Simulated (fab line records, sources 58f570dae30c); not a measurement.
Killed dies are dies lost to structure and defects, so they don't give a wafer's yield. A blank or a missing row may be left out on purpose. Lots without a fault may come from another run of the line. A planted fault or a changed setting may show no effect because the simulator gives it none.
fab line records | flow berkeley_cmos170
record lots=13 wafers=39 last_day=12
route steps=331 shown NWELL@27
lots that met no fault: from a run of the same line without faults
start_h: hours from the record's first day to the start of the lot's first wafer shown | wait_h: hours since the lot's step before | " the same as in the row above | L1.1+2: a row that stands for several wafers | - no value, or no start given | * or withheld: withheld | < > ~ a bound
route shown NAME@n: a module of which the file shows steps, and the number in the route of the first | usual: mean/standard deviation of fault-free wafers | same: alike in all rows | chamber/n: place in a boat | sites: the reading at each site | _std_site: their standard deviation | _edge_site: outer sites' mean less inner sites' | radius_mm: how far each site lies from the wafer's centre | mask NAME#n: copy n | behind: the tool/chamber that last shaped the wafer | hold: why the lot was held/for how many hours/how that ended | device: the transistor (n, p or np) that didn't switch | end of line: the same wafers' tests at the end of the route | a step without rows: its recipe alone | killed: dies lost to structure and defects at the first sort, not the wafer's yield | map: a wafer's dies, x killed, . not, _ none there
set.NAME: the setting as run; set.NAME@STEP: as run at that earlier step | model.NAME: the simulator's own value behind a step, which no gauge read
steps of the route over a sample of lots; a table a step, a row a wafer
services: from which hour (start_h, from the record's first day; less than 0 if before it) a tool's chamber was out of use, for how many hours, and why
## steps
# step UCB170_NWELL_ETCH_13
# recipe chemistry=CH3F/Ar/O2 target=Si3N4 stop_on=SiO2 CH3F_flow_sccm=20 Ar_flow_sccm=50 O2_flow_sccm=7 pressure_mtorr=50 rf_w=450 target_depth_a=2464 over_etch_frac=0.1 time_s=154
# usual drypump_motor_current_A=5.8/0.39 oes_product_au=0.942/0.013 over_etch_frac=0.1/0 throttle_valve_pct=8.04/0.12
# columns lot.wafer tool chamber start_h wait_h drypump_motor_current_A oes_product_au over_etch_frac rf_hours_counter_h throttle_valve_pct
L733.2 rie_diel-03 0 40.01 0.0 5.9 0.927 0.1 111 7.95
L733.5 " 3 " " 5.8 0.962 0.1 - 8.22
L733.6 " 0 " " 5.9 0.933 0.1 - 7.95
L732.1 rie_diel-01 1 40.29 0.0 6.1 0.938 0.1 14 8.14
L732.2 " 3 " " 5.4 0.972 0.1 115 8.08
L732.5 " 0 " " 5.0 0.929 0.1 - 8.18
L731.2 rie_diel-02 2 40.70 0.0 5.2 0.967 0.1 143 8.12
L731.5 " 1 " " 6.7 0.948 0.1 - 7.89
L731.6 " 2 " " 5.2 0.943 0.1 - 8.12
L734.1 rie_diel-01 3 50.52 0.0 5.4 0.961 0.1 115 8.07
L734.3 " 1 " " 6.1 0.935 0.1 14 8.11
L734.4 " 0 " " 5.0 0.929 0.1 7 8.20
L736.2 rie_diel-03 0 62.61 0.0 5.9 0.930 0.1 112 7.96
L736.3 " 3 " " 5.7 0.960 0.1 22 8.22
L736.4 " 2 " " 6.1 0.938 0.1 94 7.90
L737.3 rie_diel-03 3 68.81 0.0 5.7 0.960 0.1 22 8.22
L737.5 " 2 " " 6.1 0.922 0.1 - 7.90
L737.6 " 1 " " 5.8 0.940 0.1 - 7.87
L738.2 rie_diel-03 2 69.42 0.0 6.1 0.947 0.1 94 7.91
L738.3 " 3 " " 5.8 0.959 0.1 22 8.23
L738.5 " 0 " " 5.8 0.942 0.1 - 7.95
L740.2 rie_diel-03 2 77.47 0.0 6.1 0.935 0.1 95 7.90
L740.4 " 1 " " 5.8 0.935 0.1 47 7.85
L740.6 " 1 " " 5.8 0.940 0.1 - 7.86
L743.1 rie_diel-01 3 99.05 0.0 5.4 0.957 0.1 117 8.08
L743.2 " 1 " " 6.1 0.936 0.1 16 8.15
L743.6 " 2 " " 5.5 0.953 0.1 - 8.04
L746.1 rie_diel-03 0 117.94 0.0 5.9 0.944 0.1 114 7.96
L746.4 " 1 " " 5.8 0.950 0.1 49 7.85
L746.6 " 3 " " 5.8 0.922 0.19319 - 8.24
L748.2 rie_diel-02 0 118.05 0.0 6.3 0.928 0.1 14 8.04
L748.3 " 3 " " 5.7 0.957 0.1 11 7.99
L748.4 " 3 " " 5.7 0.954 0.1 - 8.00
L749.3 rie_diel-02 0 134.03 0.0 6.2 0.938 0.1 15 8.03
L749.4 " 2 " " 5.2 0.955 0.1 - 8.13
L749.5 " 3 " " 5.7 0.943 0.1 - 7.99
L753.2 rie_diel-01 0 146.50 0.0 5.0 0.931 0.1 11 8.20
L753.4 " 2 " " 5.5 0.937 0.1 64 8.05
L753.6 " 1 " " 6.1 0.938 0.1 - 8.13
# step UCB170_NWELL_STRIP_15
# recipe chemistry=O2 power_w=400 pressure_mtorr=3500 platen_temp_c=withheld o2_flow_sccm=400 overash_fraction=0.5
# usual drypump_motor_current_A=5.7/0.39 oes_product_au=0.721/0.0044 strip_time_to_endpoint_s=18.02/0.065
# same overash_fraction=0.5
# columns lot.wafer tool chamber start_h wait_h drypump_motor_current_A oes_product_au rf_hours_counter_h strip_time_to_endpoint_s
L733.2 plasma_asher-02 1 40.26 0.1 5.8 0.726 31 18.10
L733.5 " 1 " " 5.8 0.722 - 18.06
L733.6 " 0 " " 5.4 0.720 - 18.08
L732.1 plasma_asher-03 1 40.54 0.1 5.7 0.719 25 17.99
L732.2 " 0 " " 6.4 0.709 25 17.85
L732.5 " 0 " " 6.5 0.722 - 18.00
L731.2 plasma_asher-01 1 40.95 0.1 5.7 0.717 31 18.07
L731.5 " 0 " " 5.2 0.716 - 17.89
L731.6 " 1 " " 5.7 0.723 - 18.06
L734.1 plasma_asher-02 0 50.77 0.1 5.4 0.721 32 17.93
L734.3 " 1 " " 5.7 0.719 - 17.96
L734.4 " 0 " " 5.4 0.725 - 17.95
L736.2 plasma_asher-02 0 62.86 0.1 5.4 0.725 33 18.22
L736.3 " 1 " " 5.8 0.726 - 18.04
L736.4 " 0 " " 5.4 0.730 - 18.09
L737.3 plasma_asher-02 1 69.09 0.1 5.8 0.713 - 18.08
L737.5 " 1 " " 5.8 0.724 - 18.06
L737.6 " 0 " " 5.4 0.724 - 18.02
L738.2 plasma_asher-03 0 69.67 0.1 6.5 0.722 29 18.00
L738.3 " 1 " " 5.7 0.727 - 18.05
L738.5 " 1 " " 5.6 0.720 - 18.05
L740.2 plasma_asher-01 1 77.89 0.1 5.7 0.719 35 17.99
L740.4 " 1 " " 5.7 0.728 - 18.01
L740.6 " 0 " " 5.1 0.722 - 18.04
L743.1 plasma_asher-03 0 99.30 0.1 6.5 0.722 32 17.99
L743.2 " 1 " " 5.7 0.719 32 18.04
L743.6 " 0 " " 6.5 0.719 - 18.03
L746.1 plasma_asher-02 1 118.19 0.1 5.8 0.724 39 18.08
L746.4 " 0 " " 5.4 0.720 - 17.94
L746.6 " 0 " " 5.4 0.717 - 17.60
L748.2 plasma_asher-03 0 118.30 0.1 6.5 0.717 34 17.97
L748.3 " 1 " " 5.7 0.725 - 17.97
L748.4 " 0 " " 6.4 0.713 - 18.00
L749.3 plasma_asher-03 0 134.32 0.1 6.5 0.716 - 17.90
L749.4 " 1 " " 5.7 0.723 - 18.02
L749.5 " 1 " " 5.7 0.714 - 17.96
L753.2 plasma_asher-03 0 146.75 0.1 6.4 0.721 37 18.06
L753.4 " 0 " " 6.5 0.721 - 18.10
L753.6 " 0 " " 6.5 0.721 - 17.98
## services
# columns tool chamber start_h hours kind
rie_diel-03 2 21.70 5.4 repair
rie_diel-03 1 25.27 14.1 repair
rie_diel-02 1 87.27 86.1 repair
rie_diel-01 0 100.85 1.8 repair
rie_diel-03 3 101.56 6.3 repair
rie_diel-02 - 110.87 0.6 repair
rie_diel-03 0 133.02 19.2 repair
## key
first_sign step=UCB170_NWELL_ETCH_13 reading=over_etch_frac direction=up sigmas=99+ usual=0.1 struck=0.19319
effect step=UCB170_NWELL_STRIP_15 reading=strip_time_to_endpoint_s direction=down sigmas=6.5 usual=* struck=*
met_at UCB170_NWELL_ETCH_13
struck_lots L746
struck_wafers L746.6
tester_left_out L746
onset_between 69.42 117.94
fault kind=process_parameter_drift tool=rie_diel-03 chamber=3 onset_h=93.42 steps=UCB170_NWELL_ETCH_13 channel=over_etch_frac offset=0.093193 shape=step end_h=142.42 acts_in=these_recipes_only stated=0.1
# tester_left_out: of these lots the tester's yield and bins aren't shown, on N5 and GAA mostly nor the transistor test; their killed dies are dies lost to structure and defects alone, not to doping, threshold or leakage, so they don't give the yield
